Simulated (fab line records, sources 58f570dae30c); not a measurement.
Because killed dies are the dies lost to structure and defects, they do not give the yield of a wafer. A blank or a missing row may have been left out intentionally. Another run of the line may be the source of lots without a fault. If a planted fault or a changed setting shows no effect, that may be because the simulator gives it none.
Matching of chambers | flow berkeleyCmos170 | UCB170_V1_CMP_02 on cmp-02: 4 sister chambers
The step polishes SiO2. 16 wafers are shown with their chamber, then 8 later ones without.

WAFERS, EACH WITH ITS CHAMBER
wafer  | chamber | motorCurrentA (A)
L280.4 | 0       | 17.5
L280.5 | 0       | 16.1
L280.6 | 3       | 16.7
L279.2 | 0       | 16.7
L279.4 | 1       | 16.2
L279.5 | 3       | 16.6
L281.1 | 3       | 16.0
L281.2 | 2       | 13.8
L281.6 | 1       | 16.7
L288.2 | 2       | 14.9
L288.3 | 0       | 17.1
L288.6 | 1       | 16.0
L293.1 | 1       | 16.8
L293.4 | 3       | 17.0
L293.6 | 0       | 17.1
L297.3 | 3       | 16.3

SIGNATURES (means of the wafers above)
reading       | chamber 0 | chamber 1 | chamber 2 | chamber 3 | scatter within a chamber
motorCurrentA | 16.900    | 16.425    | 14.350    | 16.520    | 0.48
Rule: for each reading, subtract the chamber's mean from the wafer's reading, divide by that reading's scatter and square the result; add these up over the readings and take the root, which gives the wafer's distance from the chamber. If the next closest chamber is less than 2 further off than the closest, the wafer can't be placed; otherwise it belongs to the closest. The scatter: the root of (the sum of the squares of (reading less its chamber's mean) over the shown wafers, divided by (wafers less chambers)).

WAFERS WITHOUT THEIR CHAMBER
wafer  | motorCurrentA (A)
L297.4 | 16.6
L297.5 | 16.8
L299.1 | 16.9
L299.2 | 17.5
L299.5 | 16.3
L302.1 | 16.9
L302.3 | 16.3
L302.4 | 16.4

CHAMBER TAKEN BY EACH
wafer  | from the rows above          | in truth
L297.4 | can't be placed: 3 or 1 or 0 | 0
L297.5 | can't be placed: 0 or 3 or 1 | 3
L299.1 | can't be placed: 0 or 3 or 1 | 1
L299.2 | can't be placed: 0 or 3 or 1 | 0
L299.5 | can't be placed: 1 or 3 or 0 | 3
L302.1 | can't be placed: 0 or 3 or 1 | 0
L302.3 | can't be placed: 1 or 3 or 0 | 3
L302.4 | can't be placed: 1 or 3 or 0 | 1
Correct placement for 0 of the 8. Cannot be placed on the basis of these rows: 8; the candidates contain the true chamber in 8. 0 placed wrongly.
